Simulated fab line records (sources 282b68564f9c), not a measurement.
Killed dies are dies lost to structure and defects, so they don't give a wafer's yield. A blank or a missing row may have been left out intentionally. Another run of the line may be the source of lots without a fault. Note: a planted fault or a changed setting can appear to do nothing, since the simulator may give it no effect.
fab line records || flow rit-cmos
[record] {"lots": 13, "wafers": 39, "last-day": 7}
route steps=202 shown PWELL@42
lots that met no fault: from a run of the same line without faults
start-h: hours from the record's opening day to when the first of the lot's shown wafers began || wait-h: hours since the lot's step before || " unchanged from the row above || L1.1+2: a single row standing in for several wafers || - value missing, or start not given || * or withheld: withheld || < > ~ a bound
route shown NAME@n: names a module that has steps shown in the file, with the first one's number in the route || usual: mean/standard deviation of fault-free wafers || same: alike in all rows || chamber/n: place in a boat || sites: per-site readings || _std_site: how widely they spread, as a standard deviation || _edge_site: inner sites' mean taken away from outer sites' mean || radius-mm: how far each site lies from the wafer's centre || mask NAME#n: copy n || behind: the last tool/chamber to shape the wafer || hold: what put the lot on hold/how long, in hours/how the hold closed || device: names the non-switching transistor (n, p or np) || end of line: the route-end tests of the same wafers || step lacking rows: just its recipe || killed: count of dies lost to structure and defects at first sort (not the wafer's yield) || map: a wafer's dies, marking killed ones x, the rest . and places with no die _
set.NAME: the setting the step ran with; set.NAME@STEP: the setting that earlier step ran with || model.NAME: the simulator's own value behind a step, which no gauge read
the route's steps for a sample of lots (tables are steps, rows are wafers)
services: the hour from which a tool's chamber was out of use, counted from the record's first day as start-h (under 0 if before that day), plus the number of hours and why
[[steps]]
[step RIT_PWELL_EXPOSE_03]
[recipe] {"mask-id": "M3", "na": 0.57, "target-cd-nm": 43700, "dose-mj": 250}
[usual] {"focus-offset-nm": "-0.1/0.55"}
{"lot.wafer": "L683.3", "tool": "iline-stepper-01", "chamber": 0, "start-h": 26.71, "wait-h": 0.1, "mask": "M3#0", "focus-offset-nm": 0.1}
{"lot.wafer": "L683.5", "tool": "iline-stepper-01", "chamber": 0, "start-h": 26.71, "wait-h": 0.1, "mask": "M3#0", "focus-offset-nm": 0.1}
{"lot.wafer": "L683.6", "tool": "iline-stepper-01", "chamber": 0, "start-h": 26.71, "wait-h": 0.1, "mask": "M3#0", "focus-offset-nm": 0.4}
{"lot.wafer": "L685.2", "tool": "iline-stepper-01", "chamber": 0, "start-h": 37.86, "wait-h": 0.1, "mask": "M3#0", "focus-offset-nm": -0.5}
{"lot.wafer": "L685.3", "tool": "iline-stepper-01", "chamber": 0, "start-h": 37.86, "wait-h": 0.1, "mask": "M3#0", "focus-offset-nm": -0.1}
{"lot.wafer": "L685.5", "tool": "iline-stepper-01", "chamber": 0, "start-h": 37.86, "wait-h": 0.1, "mask": "M3#0", "focus-offset-nm": -0.8}
{"lot.wafer": "L688.2", "tool": "iline-stepper-01", "chamber": 0, "start-h": 51.67, "wait-h": 0.1, "mask": "M2#0", "focus-offset-nm": 0.4}
{"lot.wafer": "L688.5", "tool": "iline-stepper-01", "chamber": 0, "start-h": 51.67, "wait-h": 0.1, "mask": "M2#0", "focus-offset-nm": 0.4}
{"lot.wafer": "L688.6", "tool": "iline-stepper-01", "chamber": 0, "start-h": 51.67, "wait-h": 0.1, "mask": "M2#0", "focus-offset-nm": 0.6}
{"lot.wafer": "L689.4", "tool": "iline-stepper-02", "chamber": 0, "start-h": 57.32, "wait-h": 0.2, "mask": "M3#0", "focus-offset-nm": 0.3}
{"lot.wafer": "L689.5", "tool": "iline-stepper-02", "chamber": 0, "start-h": 57.32, "wait-h": 0.2, "mask": "M3#0", "focus-offset-nm": 1.6}
{"lot.wafer": "L689.6", "tool": "iline-stepper-02", "chamber": 0, "start-h": 57.32, "wait-h": 0.2, "mask": "M3#0", "focus-offset-nm": -0.5}
{"lot.wafer": "L692.1", "tool": "iline-stepper-01", "chamber": 0, "start-h": 71.50, "wait-h": 0.1, "mask": "M3#0", "focus-offset-nm": -0.9}
{"lot.wafer": "L692.3", "tool": "iline-stepper-01", "chamber": 0, "start-h": 71.50, "wait-h": 0.1, "mask": "M3#0", "focus-offset-nm": -0.4}
{"lot.wafer": "L692.6", "tool": "iline-stepper-01", "chamber": 0, "start-h": 71.50, "wait-h": 0.1, "mask": "M3#0", "focus-offset-nm": -0.3}
{"lot.wafer": "L696.1", "tool": "iline-stepper-02", "chamber": 0, "start-h": 93.07, "wait-h": 0.2, "mask": "M3#0", "focus-offset-nm": -1.3}
{"lot.wafer": "L696.5", "tool": "iline-stepper-02", "chamber": 0, "start-h": 93.07, "wait-h": 0.2, "mask": "M3#0", "focus-offset-nm": 0.3}
{"lot.wafer": "L696.6", "tool": "iline-stepper-02", "chamber": 0, "start-h": 93.07, "wait-h": 0.2, "mask": "M3#0", "focus-offset-nm": -0.2}
{"lot.wafer": "L698.3", "tool": "iline-stepper-01", "chamber": 0, "start-h": 101.54, "wait-h": 0.2, "mask": "M3#0", "focus-offset-nm": -1.6}
{"lot.wafer": "L698.5", "tool": "iline-stepper-01", "chamber": 0, "start-h": 101.54, "wait-h": 0.2, "mask": "M3#0", "focus-offset-nm": -0.9}
{"lot.wafer": "L698.6", "tool": "iline-stepper-01", "chamber": 0, "start-h": 101.54, "wait-h": 0.2, "mask": "M3#0", "focus-offset-nm": -1.1}
{"lot.wafer": "L699.1", "tool": "iline-stepper-02", "chamber": 0, "start-h": 106.85, "wait-h": 0.3, "mask": "M3#0", "focus-offset-nm": 0.1}
{"lot.wafer": "L699.2", "tool": "iline-stepper-02", "chamber": 0, "start-h": 106.85, "wait-h": 0.3, "mask": "M3#0", "focus-offset-nm": -0.2}
{"lot.wafer": "L699.4", "tool": "iline-stepper-02", "chamber": 0, "start-h": 106.85, "wait-h": 0.3, "mask": "M3#0", "focus-offset-nm": -0.4}
{"lot.wafer": "L700.2", "tool": "iline-stepper-01", "chamber": 0, "start-h": 112.30, "wait-h": 0.2, "mask": "M3#0", "focus-offset-nm": 0.4}
{"lot.wafer": "L700.4", "tool": "iline-stepper-01", "chamber": 0, "start-h": 112.30, "wait-h": 0.2, "mask": "M3#0", "focus-offset-nm": 0.1}
{"lot.wafer": "L700.6", "tool": "iline-stepper-01", "chamber": 0, "start-h": 112.30, "wait-h": 0.2, "mask": "M3#0", "focus-offset-nm": 0.0}
{"lot.wafer": "L701.1", "tool": "iline-stepper-01", "chamber": 0, "start-h": 117.06, "wait-h": 0.1, "mask": "M3#0", "focus-offset-nm": 0.5}
{"lot.wafer": "L701.3", "tool": "iline-stepper-01", "chamber": 0, "start-h": 117.06, "wait-h": 0.1, "mask": "M3#0", "focus-offset-nm": -0.4}
{"lot.wafer": "L701.5", "tool": "iline-stepper-01", "chamber": 0, "start-h": 117.06, "wait-h": 0.1, "mask": "M3#0", "focus-offset-nm": 0.3}
{"lot.wafer": "L703.1", "tool": "iline-stepper-01", "chamber": 0, "start-h": 126.59, "wait-h": 0.2, "mask": "M3#0", "focus-offset-nm": 0.2}
{"lot.wafer": "L703.4", "tool": "iline-stepper-01", "chamber": 0, "start-h": 126.59, "wait-h": 0.2, "mask": "M3#0", "focus-offset-nm": 0.1}
{"lot.wafer": "L703.5", "tool": "iline-stepper-01", "chamber": 0, "start-h": 126.59, "wait-h": 0.2, "mask": "M3#0", "focus-offset-nm": 1.1}
{"lot.wafer": "L704.1", "tool": "iline-stepper-02", "chamber": 0, "start-h": 132.14, "wait-h": 0.2, "mask": "M3#0", "focus-offset-nm": 0.4}
{"lot.wafer": "L704.3", "tool": "iline-stepper-02", "chamber": 0, "start-h": 132.14, "wait-h": 0.2, "mask": "M3#0", "focus-offset-nm": -0.1}
{"lot.wafer": "L704.6", "tool": "iline-stepper-02", "chamber": 0, "start-h": 132.14, "wait-h": 0.2, "mask": "M3#0", "focus-offset-nm": -0.5}
{"lot.wafer": "L705.1", "tool": "iline-stepper-01", "chamber": 0, "start-h": 136.66, "wait-h": 0.2, "mask": "M3#0", "focus-offset-nm": 0.2}
{"lot.wafer": "L705.3", "tool": "iline-stepper-01", "chamber": 0, "start-h": 136.66, "wait-h": 0.2, "mask": "M3#0", "focus-offset-nm": 0.3}
{"lot.wafer": "L705.5", "tool": "iline-stepper-01", "chamber": 0, "start-h": 136.66, "wait-h": 0.2, "mask": "M3#0", "focus-offset-nm": 0.9}
[step RIT_PWELL_OVL_MEAS_06]
[usual] {"PWELL_OVL": "1.1/1.6"}
{"lot.wafer": "L683.3", "tool": "overlay-02", "chamber": "-", "start-h": 27.12, "wait-h": "-", "PWELL_OVL[nm]": 1.4}
{"lot.wafer": "L683.5", "tool": "overlay-02", "chamber": "-", "start-h": 27.12, "wait-h": "-", "PWELL_OVL[nm]": 0.1}
{"lot.wafer": "L683.6", "tool": "overlay-02", "chamber": "-", "start-h": 27.12, "wait-h": "-", "PWELL_OVL[nm]": -0.9}
{"lot.wafer": "L685.2", "tool": "overlay-02", "chamber": "-", "start-h": 38.28, "wait-h": "-", "PWELL_OVL[nm]": -2.5}
{"lot.wafer": "L685.3", "tool": "overlay-02", "chamber": "-", "start-h": 38.28, "wait-h": "-", "PWELL_OVL[nm]": -2.3}
{"lot.wafer": "L685.5", "tool": "overlay-02", "chamber": "-", "start-h": 38.28, "wait-h": "-", "PWELL_OVL[nm]": -1.5}
{"lot.wafer": "L688.2", "tool": "overlay-01", "chamber": "-", "start-h": 52.09, "wait-h": "-", "PWELL_OVL[nm]": "-"}
{"lot.wafer": "L688.5", "tool": "overlay-01", "chamber": "-", "start-h": 52.09, "wait-h": "-", "PWELL_OVL[nm]": "-"}
{"lot.wafer": "L688.6", "tool": "overlay-01", "chamber": "-", "start-h": 52.09, "wait-h": "-", "PWELL_OVL[nm]": "-"}
{"lot.wafer": "L689.4", "tool": "overlay-01", "chamber": "-", "start-h": 57.70, "wait-h": "-", "PWELL_OVL[nm]": 1.1}
{"lot.wafer": "L689.5", "tool": "overlay-01", "chamber": "-", "start-h": 57.70, "wait-h": "-", "PWELL_OVL[nm]": 0.9}
{"lot.wafer": "L689.6", "tool": "overlay-01", "chamber": "-", "start-h": 57.70, "wait-h": "-", "PWELL_OVL[nm]": 1.5}
{"lot.wafer": "L692.1", "tool": "overlay-02", "chamber": "-", "start-h": 71.93, "wait-h": "-", "PWELL_OVL[nm]": 0.4}
{"lot.wafer": "L692.3", "tool": "overlay-02", "chamber": "-", "start-h": 71.93, "wait-h": "-", "PWELL_OVL[nm]": 1.5}
{"lot.wafer": "L692.6", "tool": "overlay-02", "chamber": "-", "start-h": 71.93, "wait-h": "-", "PWELL_OVL[nm]": 1.5}
{"lot.wafer": "L696.1", "tool": "overlay-02", "chamber": "-", "start-h": 93.50, "wait-h": "-", "PWELL_OVL[nm]": 3.6}
{"lot.wafer": "L696.5", "tool": "overlay-02", "chamber": "-", "start-h": 93.50, "wait-h": "-", "PWELL_OVL[nm]": 3.5}
{"lot.wafer": "L696.6", "tool": "overlay-02", "chamber": "-", "start-h": 93.50, "wait-h": "-", "PWELL_OVL[nm]": 3.9}
{"lot.wafer": "L698.3", "tool": "overlay-02", "chamber": "-", "start-h": 101.94, "wait-h": "-", "PWELL_OVL[nm]": 3.0}
{"lot.wafer": "L698.5", "tool": "overlay-02", "chamber": "-", "start-h": 101.94, "wait-h": "-", "PWELL_OVL[nm]": 3.3}
{"lot.wafer": "L698.6", "tool": "overlay-02", "chamber": "-", "start-h": 101.94, "wait-h": "-", "PWELL_OVL[nm]": 2.8}
{"lot.wafer": "L699.1", "tool": "overlay-01", "chamber": "-", "start-h": 107.42, "wait-h": "-", "PWELL_OVL[nm]": 2.2}
{"lot.wafer": "L699.2", "tool": "overlay-01", "chamber": "-", "start-h": 107.42, "wait-h": "-", "PWELL_OVL[nm]": 2.4}
{"lot.wafer": "L699.4", "tool": "overlay-01", "chamber": "-", "start-h": 107.42, "wait-h": "-", "PWELL_OVL[nm]": 3.1}
{"lot.wafer": "L700.2", "tool": "overlay-02", "chamber": "-", "start-h": 112.72, "wait-h": "-", "PWELL_OVL[nm]": -0.2}
{"lot.wafer": "L700.4", "tool": "overlay-02", "chamber": "-", "start-h": 112.72, "wait-h": "-", "PWELL_OVL[nm]": -0.2}
{"lot.wafer": "L700.6", "tool": "overlay-02", "chamber": "-", "start-h": 112.72, "wait-h": "-", "PWELL_OVL[nm]": -1.1}
{"lot.wafer": "L701.1", "tool": "overlay-01", "chamber": "-", "start-h": 117.51, "wait-h": "-", "PWELL_OVL[nm]": -1.9}
{"lot.wafer": "L701.3", "tool": "overlay-01", "chamber": "-", "start-h": 117.51, "wait-h": "-", "PWELL_OVL[nm]": -1.4}
{"lot.wafer": "L701.5", "tool": "overlay-01", "chamber": "-", "start-h": 117.51, "wait-h": "-", "PWELL_OVL[nm]": -0.2}
{"lot.wafer": "L703.1", "tool": "overlay-02", "chamber": "-", "start-h": 127.06, "wait-h": "-", "PWELL_OVL[nm]": 0.3}
{"lot.wafer": "L703.4", "tool": "overlay-02", "chamber": "-", "start-h": 127.06, "wait-h": "-", "PWELL_OVL[nm]": 1.2}
{"lot.wafer": "L703.5", "tool": "overlay-02", "chamber": "-", "start-h": 127.06, "wait-h": "-", "PWELL_OVL[nm]": 0.4}
{"lot.wafer": "L704.1", "tool": "overlay-01", "chamber": "-", "start-h": 132.57, "wait-h": "-", "PWELL_OVL[nm]": 4.3}
{"lot.wafer": "L704.3", "tool": "overlay-01", "chamber": "-", "start-h": 132.57, "wait-h": "-", "PWELL_OVL[nm]": 2.5}
{"lot.wafer": "L704.6", "tool": "overlay-01", "chamber": "-", "start-h": 132.57, "wait-h": "-", "PWELL_OVL[nm]": 4.5}
{"lot.wafer": "L705.1", "tool": "overlay-01", "chamber": "-", "start-h": 137.09, "wait-h": "-", "PWELL_OVL[nm]": -0.5}
{"lot.wafer": "L705.3", "tool": "overlay-01", "chamber": "-", "start-h": 137.09, "wait-h": "-", "PWELL_OVL[nm]": -0.4}
{"lot.wafer": "L705.5", "tool": "overlay-01", "chamber": "-", "start-h": 137.09, "wait-h": "-", "PWELL_OVL[nm]": -0.3}
[step RIT_PWELL_TW_MEAS_10]
[usual] {"PWELL_TW": "949/6"}
{"lot.wafer": "L683.3", "tool": "film-metro-03", "chamber": "-", "start-h": 27.73, "wait-h": 0.1, "PWELL_TW": 959}
{"lot.wafer": "L683.5", "tool": "film-metro-03", "chamber": "-", "start-h": 27.73, "wait-h": 0.1, "PWELL_TW": 956}
{"lot.wafer": "L683.6", "tool": "film-metro-03", "chamber": "-", "start-h": 27.73, "wait-h": 0.1, "PWELL_TW": 955}
{"lot.wafer": "L685.2", "tool": "film-metro-01", "chamber": "-", "start-h": 38.89, "wait-h": 0.1, "PWELL_TW": 941}
{"lot.wafer": "L685.3", "tool": "film-metro-01", "chamber": "-", "start-h": 38.89, "wait-h": 0.1, "PWELL_TW": 955}
{"lot.wafer": "L685.5", "tool": "film-metro-01", "chamber": "-", "start-h": 38.89, "wait-h": 0.1, "PWELL_TW": 945}
{"lot.wafer": "L688.2", "tool": "film-metro-03", "chamber": "-", "start-h": 52.73, "wait-h": 0.1, "PWELL_TW": 30}
{"lot.wafer": "L688.5", "tool": "film-metro-03", "chamber": "-", "start-h": 52.73, "wait-h": 0.1, "PWELL_TW": 30}
{"lot.wafer": "L688.6", "tool": "film-metro-03", "chamber": "-", "start-h": 52.73, "wait-h": 0.1, "PWELL_TW": 30}
{"lot.wafer": "L689.4", "tool": "film-metro-04", "chamber": "-", "start-h": 58.33, "wait-h": 0.1, "PWELL_TW": 950}
{"lot.wafer": "L689.5", "tool": "film-metro-04", "chamber": "-", "start-h": 58.33, "wait-h": 0.1, "PWELL_TW": 958}
{"lot.wafer": "L689.6", "tool": "film-metro-04", "chamber": "-", "start-h": 58.33, "wait-h": 0.1, "PWELL_TW": 952}
{"lot.wafer": "L692.1", "tool": "film-metro-04", "chamber": "-", "start-h": 72.54, "wait-h": 0.1, "PWELL_TW": 953}
{"lot.wafer": "L692.3", "tool": "film-metro-04", "chamber": "-", "start-h": 72.54, "wait-h": 0.1, "PWELL_TW": 951}
{"lot.wafer": "L692.6", "tool": "film-metro-04", "chamber": "-", "start-h": 72.54, "wait-h": 0.1, "PWELL_TW": 949}
{"lot.wafer": "L696.1", "tool": "film-metro-03", "chamber": "-", "start-h": 94.12, "wait-h": 0.1, "PWELL_TW": 954}
{"lot.wafer": "L696.5", "tool": "film-metro-03", "chamber": "-", "start-h": 94.12, "wait-h": 0.1, "PWELL_TW": 953}
{"lot.wafer": "L696.6", "tool": "film-metro-03", "chamber": "-", "start-h": 94.12, "wait-h": 0.1, "PWELL_TW": 953}
{"lot.wafer": "L698.3", "tool": "film-metro-01", "chamber": "-", "start-h": 102.66, "wait-h": 0.1, "PWELL_TW": 946}
{"lot.wafer": "L698.5", "tool": "film-metro-01", "chamber": "-", "start-h": 102.66, "wait-h": 0.1, "PWELL_TW": 955}
{"lot.wafer": "L698.6", "tool": "film-metro-01", "chamber": "-", "start-h": 102.66, "wait-h": 0.1, "PWELL_TW": 947}
{"lot.wafer": "L699.1", "tool": "film-metro-04", "chamber": "-", "start-h": 108.03, "wait-h": 0.1, "PWELL_TW": 951}
{"lot.wafer": "L699.2", "tool": "film-metro-04", "chamber": "-", "start-h": 108.03, "wait-h": 0.1, "PWELL_TW": 948}
{"lot.wafer": "L699.4", "tool": "film-metro-04", "chamber": "-", "start-h": 108.03, "wait-h": 0.1, "PWELL_TW": 956}
{"lot.wafer": "L700.2", "tool": "film-metro-03", "chamber": "-", "start-h": 113.33, "wait-h": 0.1, "PWELL_TW": 951}
{"lot.wafer": "L700.4", "tool": "film-metro-03", "chamber": "-", "start-h": 113.33, "wait-h": 0.1, "PWELL_TW": 955}
{"lot.wafer": "L700.6", "tool": "film-metro-03", "chamber": "-", "start-h": 113.33, "wait-h": 0.1, "PWELL_TW": 952}
{"lot.wafer": "L701.1", "tool": "film-metro-01", "chamber": "-", "start-h": 118.12, "wait-h": 0.1, "PWELL_TW": 950}
{"lot.wafer": "L701.3", "tool": "film-metro-01", "chamber": "-", "start-h": 118.12, "wait-h": 0.1, "PWELL_TW": 953}
{"lot.wafer": "L701.5", "tool": "film-metro-01", "chamber": "-", "start-h": 118.12, "wait-h": 0.1, "PWELL_TW": 947}
{"lot.wafer": "L703.1", "tool": "film-metro-01", "chamber": "-", "start-h": 127.68, "wait-h": 0.1, "PWELL_TW": 945}
{"lot.wafer": "L703.4", "tool": "film-metro-01", "chamber": "-", "start-h": 127.68, "wait-h": 0.1, "PWELL_TW": 943}
{"lot.wafer": "L703.5", "tool": "film-metro-01", "chamber": "-", "start-h": 127.68, "wait-h": 0.1, "PWELL_TW": 947}
{"lot.wafer": "L704.1", "tool": "film-metro-01", "chamber": "-", "start-h": 133.18, "wait-h": 0.1, "PWELL_TW": 946}
{"lot.wafer": "L704.3", "tool": "film-metro-01", "chamber": "-", "start-h": 133.18, "wait-h": 0.1, "PWELL_TW": 945}
{"lot.wafer": "L704.6", "tool": "film-metro-01", "chamber": "-", "start-h": 133.18, "wait-h": 0.1, "PWELL_TW": 947}
{"lot.wafer": "L705.1", "tool": "film-metro-04", "chamber": "-", "start-h": 137.70, "wait-h": 0.1, "PWELL_TW": 957}
{"lot.wafer": "L705.3", "tool": "film-metro-04", "chamber": "-", "start-h": 137.70, "wait-h": 0.1, "PWELL_TW": 959}
{"lot.wafer": "L705.5", "tool": "film-metro-04", "chamber": "-", "start-h": 137.70, "wait-h": 0.1, "PWELL_TW": 956}
[[services]]
{"tool": "iline-stepper-02", "chamber": "-", "start-h": 47.05, "hours": 1.7, "kind": "pm"}
{"tool": "iline-stepper-01", "chamber": "-", "start-h": 122.91, "hours": 1.7, "kind": "pm"}
[[key]]
[first-sign] {"step": "RIT_PWELL_EXPOSE_03", "reading": "mask", "direction": "changed"}
[effect] {"step": "RIT_PWELL_OVL_MEAS_06", "reading": "PWELL_OVL", "direction": "missing"}
[effect] {"step": "RIT_PWELL_TW_MEAS_10", "reading": "PWELL_TW", "direction": "down", "sigmas": "99+", "usual": 949, "struck": 30}
met-at RIT_PWELL_EXPOSE_03
struck-lots L688
sort-left-out L688.2,L688.5,L688.6
tester-left-out L688
onset-between 37.86 51.67
[fault] {"kind": "wrong-mask", "tool": "any", "chamber": "-", "onset-h": 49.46, "steps": "RIT_PWELL_EXPOSE_03", "aux-copy": "M2#0", "scope": "struck-lots-only"}
// tester-left-out: of these lots the tester's yield and bins aren't shown, on N5 and GAA mostly nor the transistor test; their killed dies are dies lost to structure and defects alone, not to doping, threshold or leakage, so they don't give the yield
// sort-left-out: the simulated sort isn't trusted on such a fault, so these wafers' sort isn't shown, and their yield isn't known
